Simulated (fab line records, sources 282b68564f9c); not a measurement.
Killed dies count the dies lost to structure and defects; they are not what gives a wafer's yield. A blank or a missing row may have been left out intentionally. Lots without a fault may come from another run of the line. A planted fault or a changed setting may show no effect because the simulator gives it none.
fab line records -- flow ritCmos
[record] lots = 14, wafers = 42, lastDay = 7
route steps=202 shown FOX1@20 NWELL@37 NLDD@109 M1@201
lots untouched by any fault: they come from a run of this same line in which no faults occurred
startH: hours from the record's opening day to when the first of the lot's shown wafers began -- waitH: time in hours since the lot's previous step -- " identical to the entry in the row above -- L1.1+2: several wafers, shown together as one row -- - no value, or no start was given -- * or withheld: withheld -- < > ~ a bound
route shown NAME@n: NAME is a module with steps in the file, n the number in the route of the first one -- usual: mean/standard deviation taken from wafers without a fault -- same: alike in all rows -- chamber/n: place in a boat -- sites: the reading at each site -- _std_site: the values' standard deviation -- _edge_site: outer sites' mean less inner sites' -- radiusMm: for every site, how far away it sits from the centre of the wafer -- mask NAME#n: copy n -- behind: the tool/chamber that last shaped the wafer -- hold: why the lot went on hold/how many hours it stayed there/how the hold came to an end -- device: which transistor (n, p or np) failed to switch -- end of line: the tests these same wafers got at the end of their route -- a step without rows: its recipe alone -- killed: dies lost to structure and defects at the first sort, not the wafer's yield -- map: shows each die of a wafer: x if killed, . if not, _ if none is there
set.NAME: the setting the step ran with; set.NAME@STEP: the setting that earlier step ran with -- model.NAME: the simulator's own value behind a step, which no gauge read
one table for each step of the route and one row for each wafer, over a sample of lots
services: when a tool's chamber went out of use (startH, in hours from the record's first day, below 0 if earlier), for how many hours, and the reason
[[steps]]
[step RIT_FOX1_OXIDATION_00]
[recipe] tempC = 1100, ambient = H2O, targetThkA = 3507, pH2oTorr = 720, oxTimeS = 1130
[usual] oxTempC = 1100.2/0.45, spikeTcCentreC = 1102.4/1.4, spikeTcLoadC = 1128.0/1.5
lot.wafer,tool,chamber,startH,waitH,oxTempC,spikeTcCentreC,spikeTcLoadC
L986.2,furnace-04,0,25.92,0.3,1100.3,1106.0,1129.8
L986.4,furnace-04,0,25.92,0.3,1100.7,1104.0,1130.5
L986.6,furnace-04,0,25.92,0.3,1100.4,1104.9,1132.2
L987.3,furnace-04,0,32.85,1.6,1100.5,1104.2,1128.9
L987.4,furnace-04,0,32.85,1.6,1100.6,1104.6,1129.3
L987.5,furnace-04,0,32.85,1.6,1099.9,1105.0,1129.6
L988.2,furnace-03,0,36.91,0.7,1099.7,1101.4,1127.3
L988.4,furnace-03,0,36.91,0.7,1100.2,1101.6,1129.0
L988.6,furnace-03,0,36.91,0.7,1099.5,1102.2,1128.1
L990.1,furnace-03,0,47.88,2.4,1100.5,1101.3,1127.1
L990.2,furnace-03,0,47.88,2.4,1100.9,1101.1,1127.7
L990.6,furnace-03,0,47.88,2.4,1099.4,1102.5,1127.6
L991.3,furnace-03,0,52.54,0.0,1100.7,1101.5,1128.3
L991.4,furnace-03,0,52.54,0.0,1100.5,1102.4,1128.4
L991.6,furnace-03,0,52.54,0.0,1099.9,1101.3,1127.7
L992.2,furnace-03,0,55.85,0.0,1099.6,1102.3,1129.7
L992.3,furnace-03,0,55.85,0.0,1100.4,1100.3,1127.4
L992.6,furnace-03,0,55.85,0.0,1100.5,1102.8,1128.6
L993.3,furnace-01,0,62.14,1.5,1100.2,1102.0,1125.6
L993.4,furnace-01,0,62.14,1.5,1100.6,1103.1,1126.8
L993.6,furnace-01,0,62.14,1.5,1100.0,1102.2,1128.4
L994.1,furnace-04,0,68.05,0.2,1099.9,1104.8,1129.5
L994.2,furnace-04,0,68.05,0.2,1100.5,1104.4,1129.3
L994.6,furnace-04,0,68.05,0.2,1100.0,1103.7,1128.7
L995.1,furnace-01,0,72.57,0.6,1100.3,1102.4,1128.7
L995.3,furnace-01,0,72.57,0.6,1100.5,1103.7,1128.6
L995.5,furnace-01,0,72.57,0.6,1100.3,1102.4,1125.5
L996.1,furnace-01,0,77.51,0.9,1100.6,1103.3,1126.8
L996.2,furnace-01,0,77.51,0.9,1100.6,1103.6,1127.2
L996.4,furnace-01,0,77.51,0.9,1100.1,1101.7,1125.2
L999.1,furnace-04,0,92.12,0.0,1100.3,1103.9,1128.6
L999.5,furnace-04,0,92.12,0.0,1100.0,1104.6,1129.2
L999.6,furnace-04,0,92.12,0.0,1100.5,1104.7,1130.0
L103.1,furnace-03,0,112.05,1.3,1100.0,1101.7,1128.3
L103.4,furnace-03,0,112.05,1.3,1100.3,1101.5,1129.3
L103.6,furnace-03,0,112.05,1.3,1099.9,1102.0,1128.1
L104.1,furnace-04,0,117.25,1.6,1099.8,1103.6,1128.4
L104.5,furnace-04,0,117.25,1.6,1100.2,1103.8,1129.6
L104.6,furnace-04,0,117.25,1.6,1099.9,1104.6,1130.2
L106.2,furnace-03,0,126.48,0.0,1100.9,1101.1,1128.5
L106.4,furnace-03,0,126.48,0.0,1100.1,1102.3,1129.0
L106.5,furnace-03,0,126.48,0.0,1100.1,1101.3,1127.7
[step RIT_FOX1_THK_MEAS_01]
[recipe] reads = SiO2_of_FOX1_OXIDATION_00
[usual] FOX1_OXIDE_THK = 353/8.4
lot.wafer,tool,chamber,startH,waitH,FOX1_OXIDE_THK[nm]
L986.2,filmMetro-03,-,27.24,0.0,357
L986.4,filmMetro-03,-,27.24,0.0,360
L986.6,filmMetro-03,-,27.24,0.0,354
L987.3,filmMetro-01,-,34.18,0.0,355
L987.4,filmMetro-01,-,34.18,0.0,365
L987.5,filmMetro-01,-,34.18,0.0,365
L988.2,filmMetro-03,-,38.23,0.0,359
L988.4,filmMetro-03,-,38.23,0.0,361
L988.6,filmMetro-03,-,38.23,0.0,359
L990.1,filmMetro-01,-,49.19,0.0,349
L990.2,filmMetro-01,-,49.19,0.0,353
L990.6,filmMetro-01,-,49.19,0.0,355
L991.3,filmMetro-01,-,53.88,0.0,345
L991.4,filmMetro-01,-,53.88,0.0,342
L991.6,filmMetro-01,-,53.88,0.0,350
L992.2,filmMetro-01,-,57.17,0.0,345
L992.3,filmMetro-01,-,57.17,0.0,353
L992.6,filmMetro-01,-,57.17,0.0,350
L993.3,filmMetro-01,-,63.47,0.0,353
L993.4,filmMetro-01,-,63.47,0.0,347
L993.6,filmMetro-01,-,63.47,0.0,346
L994.1,filmMetro-01,-,69.36,0.0,357
L994.2,filmMetro-01,-,69.36,0.0,357
L994.6,filmMetro-01,-,69.36,0.0,350
L995.1,filmMetro-03,-,73.89,0.0,359
L995.3,filmMetro-03,-,73.89,0.0,364
L995.5,filmMetro-03,-,73.89,0.0,365
L996.1,filmMetro-02,-,78.83,0.0,345
L996.2,filmMetro-02,-,78.83,0.0,345
L996.4,filmMetro-02,-,78.83,0.0,347
L999.1,filmMetro-01,-,93.43,0.0,362
L999.5,filmMetro-01,-,93.43,0.0,361
L999.6,filmMetro-01,-,93.43,0.0,356
L103.1,filmMetro-02,-,113.37,0.0,289
L103.4,filmMetro-02,-,113.37,0.0,292
L103.6,filmMetro-02,-,113.37,0.0,291
L104.1,filmMetro-01,-,118.57,0.0,361
L104.5,filmMetro-01,-,118.57,0.0,364
L104.6,filmMetro-01,-,118.57,0.0,367
L106.2,filmMetro-02,-,127.80,0.0,303
L106.4,filmMetro-02,-,127.80,0.0,311
L106.5,filmMetro-02,-,127.80,0.0,298
[step RIT_NWELL_STRIP_09]
[recipe] chemistry = O2, timeS = 180, resist = NOVOLAK, platenTempC = withheld, powerW = 500, pressureMtorr = 4000, o2FlowSccm = 4000
[usual] drypumpMotorCurrentA = 5.3/0.41
lot.wafer,tool,chamber,startH,waitH,drypumpMotorCurrentA,rfHoursCounterH
L986.2,plasmaAsher-01,1,31.10,0.1,4.8,40
L986.4,plasmaAsher-01,1,31.10,0.1,4.8,-
L986.6,plasmaAsher-01,1,31.10,0.1,4.8,-
L987.3,plasmaAsher-04,1,39.09,0.1,5.5,-
L987.4,plasmaAsher-04,0,39.09,0.1,5.6,-
L987.5,plasmaAsher-04,1,39.09,0.1,5.5,-
L988.2,plasmaAsher-03,0,42.32,0.1,5.0,43
L988.4,plasmaAsher-03,0,42.32,0.1,5.0,-
L988.6,plasmaAsher-03,1,42.32,0.1,5.9,-
L990.1,plasmaAsher-01,0,53.82,0.1,5.4,42
L990.2,plasmaAsher-01,1,53.82,0.1,4.8,42
L990.6,plasmaAsher-01,0,53.82,0.1,5.4,-
L991.3,plasmaAsher-01,0,57.80,0.1,5.4,-
L991.4,plasmaAsher-01,1,57.80,0.1,4.8,-
L991.6,plasmaAsher-01,0,57.80,0.1,5.4,-
L992.2,plasmaAsher-01,0,61.37,0.1,5.4,43
L992.3,plasmaAsher-01,1,61.37,0.1,4.8,-
L992.6,plasmaAsher-01,1,61.37,0.1,4.8,-
L993.3,plasmaAsher-01,1,68.55,0.1,4.8,-
L993.4,plasmaAsher-01,0,68.55,0.1,5.4,-
L993.6,plasmaAsher-01,1,68.55,0.1,4.8,-
L994.1,plasmaAsher-01,1,73.33,0.1,4.8,45
L994.2,plasmaAsher-01,0,73.33,0.1,5.4,45
L994.6,plasmaAsher-01,0,73.33,0.1,5.4,-
L995.1,plasmaAsher-03,0,78.41,0.1,5.0,45
L995.3,plasmaAsher-03,1,78.41,0.1,6.0,-
L995.5,plasmaAsher-03,0,78.41,0.1,4.9,-
L996.1,plasmaAsher-04,0,82.69,0.1,5.6,24
L996.2,plasmaAsher-04,1,82.69,0.1,5.5,24
L996.4,plasmaAsher-04,1,82.69,0.1,5.5,-
L999.1,plasmaAsher-03,0,97.35,0.1,5.0,48
L999.5,plasmaAsher-03,1,97.35,0.1,5.9,-
L999.6,plasmaAsher-03,0,97.35,0.1,5.0,-
L103.1,plasmaAsher-03,0,117.93,0.1,5.0,50
L103.4,plasmaAsher-03,1,117.93,0.1,5.9,-
L103.6,plasmaAsher-03,1,117.93,0.1,5.9,-
L104.1,plasmaAsher-04,1,123.57,0.1,5.5,28
L104.5,plasmaAsher-04,1,123.57,0.1,5.5,-
L104.6,plasmaAsher-04,0,123.57,0.1,5.5,-
L106.2,plasmaAsher-03,1,131.75,0.1,5.9,51
L106.4,plasmaAsher-03,1,131.75,0.1,5.9,-
L106.5,plasmaAsher-03,1,131.75,0.1,5.9,-
[step RIT_NLDD_OVL_MEAS_06]
[usual] NLDD_OVL = 0.2/1.3
lot.wafer,tool,chamber,startH,waitH,NLDD_OVL[nm]
L986.2,overlay-02,-,52.62,-,2.2
L986.4,overlay-02,-,52.62,-,1.5
L986.6,overlay-02,-,52.62,-,2.6
L987.3,overlay-02,-,60.64,-,-0.4
L987.4,overlay-02,-,60.64,-,-1.7
L987.5,overlay-02,-,60.64,-,0.4
L988.2,overlay-01,-,62.70,-,0.0
L988.4,overlay-01,-,62.70,-,0.4
L988.6,overlay-01,-,62.70,-,2.0
L990.1,overlay-01,-,75.88,-,2.3
L990.2,overlay-01,-,75.88,-,2.7
L990.6,overlay-01,-,75.88,-,2.2
L991.3,overlay-02,-,78.43,-,1.3
L991.4,overlay-02,-,78.43,-,0.6
L991.6,overlay-02,-,78.43,-,0.6
L992.2,overlay-01,-,83.78,-,-0.3
L992.3,overlay-01,-,83.78,-,-0.2
L992.6,overlay-01,-,83.78,-,0.2
L993.3,overlay-01,-,91.55,-,-0.3
L993.4,overlay-01,-,91.55,-,-0.9
L993.6,overlay-01,-,91.55,-,0.8
L994.1,overlay-01,-,96.60,-,1.2
L994.2,overlay-01,-,96.60,-,1.8
L994.6,overlay-01,-,96.60,-,1.2
L995.1,overlay-01,-,100.98,-,0.7
L995.3,overlay-01,-,100.98,-,1.3
L995.5,overlay-01,-,100.98,-,-1.5
L996.1,overlay-01,-,105.96,-,1.7
L996.2,overlay-01,-,105.96,-,-0.2
L996.4,overlay-01,-,105.96,-,0.7
L999.1,overlay-01,-,116.85,-,-0.5
L999.5,overlay-01,-,116.85,-,-0.4
L999.6,overlay-01,-,116.85,-,0.5
L103.1,overlay-02,-,141.32,-,0.0
L103.4,overlay-02,-,141.32,-,0.3
L103.6,overlay-02,-,141.32,-,0.4
L104.1,overlay-02,-,147.00,-,-0.5
L104.5,overlay-02,-,147.00,-,-0.7
L104.6,overlay-02,-,147.00,-,-1.7
L106.2,overlay-02,-,153.68,-,-0.6
L106.4,overlay-02,-,153.68,-,-0.9
L106.5,overlay-02,-,153.68,-,-1.1
[step RIT_M1_BOW_MEAS_16]
[recipe] mode = bow
[usual] M1_BOW = 16/6.6
lot.wafer,tool,chamber,startH,waitH,M1_BOW[um]
L986.2,filmMetro-03,-,68.75,0.0,17
L986.4,filmMetro-03,-,68.75,0.0,20
L986.6,filmMetro-03,-,68.75,0.0,24
L987.3,filmMetro-04,-,76.47,0.0,26
L987.4,filmMetro-04,-,76.47,0.0,6
L987.5,filmMetro-04,-,76.47,0.0,9
L988.2,filmMetro-03,-,78.67,0.0,13
L988.4,filmMetro-03,-,78.67,0.0,20
L988.6,filmMetro-03,-,78.67,0.0,28
L990.1,filmMetro-02,-,90.94,0.0,12
L990.2,filmMetro-02,-,90.94,0.0,9
L990.6,filmMetro-02,-,90.94,0.0,13
L991.3,filmMetro-04,-,93.96,0.0,11
L991.4,filmMetro-04,-,93.96,0.0,20
L991.6,filmMetro-04,-,93.96,0.0,22
L992.2,filmMetro-02,-,99.35,0.0,14
L992.3,filmMetro-02,-,99.35,0.0,24
L992.6,filmMetro-02,-,99.35,0.0,9
L993.3,filmMetro-03,-,106.87,0.0,21
L993.4,filmMetro-03,-,106.87,0.0,14
L993.6,filmMetro-03,-,106.87,0.0,6
L994.1,filmMetro-04,-,112.16,0.0,14
L994.2,filmMetro-04,-,112.16,0.0,19
L994.6,filmMetro-04,-,112.16,0.0,19
L995.1,filmMetro-03,-,117.53,0.0,22
L995.3,filmMetro-03,-,117.53,0.0,22
L995.5,filmMetro-03,-,117.53,0.0,15
L996.1,filmMetro-03,-,123.71,0.0,10
L996.2,filmMetro-03,-,123.71,0.0,14
L996.4,filmMetro-03,-,123.71,0.0,20
L999.1,filmMetro-04,-,132.70,0.0,11
L999.5,filmMetro-04,-,132.70,0.0,29
L999.6,filmMetro-04,-,132.70,0.0,3
L103.1,filmMetro-03,-,157.34,0.0,28
L103.4,filmMetro-03,-,157.34,0.0,21
L103.6,filmMetro-03,-,157.34,0.0,8
L104.1,filmMetro-02,-,162.87,0.0,20
L104.5,filmMetro-02,-,162.87,0.0,24
L104.6,filmMetro-02,-,162.87,0.0,24
L106.2,filmMetro-03,-,169.21,0.0,25
L106.4,filmMetro-03,-,169.21,0.0,24
L106.5,filmMetro-03,-,169.21,0.0,21
[step RIT_M1_PROBE_99]
[usual] killedAtContacts = 0.0/0.2, killedAtFrontEnd = 6.6/2.9, killedDies = 6.6/3, killedOpen = 3.4/2, killedShort = 3.2/2
[same] grossDies = 264, killed_at_M0_to_M3 = 0, killed_at_M4_up = 0, killedAtBackSide = 0, killedAtOther = 0
lot.wafer,tool,chamber,startH,waitH,killedAtContacts,killedAtFrontEnd,killedDies,killedOpen,killedShort
L987.3,prober-01,-,76.65,0.2,0,8,8,2,6
L987.4,prober-01,-,76.70,0.2,0,5,5,1,4
L987.5,prober-01,-,76.75,0.2,0,11,11,7,4
L988.2,prober-02,-,78.82,0.1,0,6,6,3,3
L988.4,prober-02,-,78.92,0.2,0,10,10,5,5
L988.6,prober-02,-,79.02,0.2,0,4,4,2,2
L991.3,prober-01,-,94.14,0.2,0,4,4,4,0
L991.4,prober-01,-,94.19,0.2,0,4,4,2,2
L991.6,prober-01,-,94.29,0.2,0,8,8,3,5
L993.3,prober-01,-,107.05,0.2,0,10,10,6,4
L993.4,prober-01,-,107.10,0.2,0,6,6,3,3
L993.6,prober-01,-,107.20,0.2,0,3,3,2,1
L995.1,prober-01,-,117.65,0.1,0,7,7,5,2
L995.3,prober-01,-,117.75,0.2,0,6,6,2,4
L995.5,prober-01,-,117.85,0.2,0,8,8,2,6
// killed by level:class
L987.3 GATE:geometricParticle:short=2 FOX1:geometricParticle:short=1 FOX2:geometricParticle:short=1 GATE:geometricParticle:open=1 SPACER:geometricParticle:open=1 SPACER:geometricParticle:short=1 SILICIDE:geometricParticle:short=1
L987.4 GATE:geometricParticle:short=2 FOX1:geometricParticle:open=1 REOX:geometricParticle:short=1 SPACER:geometricParticle:short=1
L987.5 GATE:geometricParticle:open=3 FOX1:geometricParticle:open=2 REOX:geometricParticle:open=2 FOX1:geometricParticle:short=1 FOX2:geometricParticle:short=1 GATE:geometricParticle:short=1 REOX:geometricParticle:short=1
L988.2 REOX:geometricParticle:open=2 REOX:geometricParticle:short=2 GATE:geometricParticle:short=1 SILICIDE:geometricParticle:open=1
L988.4 FOX1:geometricParticle:open=3 GATE:geometricParticle:short=3 FOX1:geometricParticle:short=1 GATE:geometricParticle:open=1 SILICIDE:geometricParticle:short=1 SILICIDE:geometricParticle:open=1
L988.6 FOX1:geometricParticle:short=2 FOX1:geometricParticle:open=1 FOX2:geometricParticle:open=1
L991.3 REOX:geometricParticle:open=2 GATE:geometricParticle:open=1 SILICIDE:geometricParticle:open=1
L991.4 SILICIDE:geometricParticle:open=2 GATE:geometricParticle:short=1 SILICIDE:geometricParticle:short=1
L991.6 GATE:geometricParticle:short=4 FOX1:geometricParticle:open=2 SPACER:geometricParticle:open=1 SPACER:geometricParticle:short=1
L993.3 GATE:geometricParticle:open=4 GATE:geometricParticle:short=3 REOX:geometricParticle:open=1 SPACER:geometricParticle:open=1 SILICIDE:geometricParticle:short=1
L993.4 GATE:geometricParticle:open=2 GATE:geometricParticle:short=2 REOX:geometricParticle:open=1 SILICIDE:geometricParticle:short=1
L993.6 FOX2:geometricParticle:open=2 SILICIDE:geometricParticle:short=1
L995.1 GATE:geometricParticle:open=2 FOX1:geometricParticle:open=1 GATE:geometricParticle:short=1 REOX:geometricParticle:open=1 SILICIDE:geometricParticle:open=1 SILICIDE:geometricParticle:short=1
L995.3 FOX1:geometricParticle:open=2 SILICIDE:geometricParticle:short=2 GATE:geometricParticle:short=1 REOX:geometricParticle:short=1
L995.5 FOX1:geometricParticle:short=3 GATE:geometricParticle:short=3 GATE:geometricParticle:open=2
[[services]]
tool,chamber,startH,hours,kind
furnace-03,-,27.62,2.6,pm
plasmaAsher-04,-,33.20,1.2,repair
furnace-04,-,63.59,3.1,pm
plasmaAsher-03,-,68.20,8.0,repair
plasmaAsher-04,-,69.16,10.0,pm
plasmaAsher-01,-,90.33,1.3,repair
plasmaAsher-04,-,95.39,2.0,repair
[[key]]
[firstSign] step = RIT_FOX1_THK_MEAS_01, reading = FOX1_OXIDE_THK, direction = down, sigmas = 6.6, usual = 353, struck = 297
effect none on later readings
metAt RIT_FOX1_OXIDATION_00
struckLots L103,L106
testerLeftOut L103,L106
notActingAt RIT_NWELL_STRIP_09,RIT_NLDD_OVL_MEAS_06,RIT_M1_BOW_MEAS_16
onsetBetween 55.85 112.05
[fault] kind = processParameterDrift, tool = furnace-03, chamber = -, onsetH = 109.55, steps = RIT_FOX1_OXIDATION_00, channel = oxTimeS, offset = *, shape = step, endH = 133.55, actsIn = *, stated = *
// testerLeftOut: of these lots the tester's yield and bins aren't shown, on N5 and GAA mostly nor the transistor test; their killed dies are dies lost to structure and defects alone, not to doping, threshold or leakage, so they don't give the yield
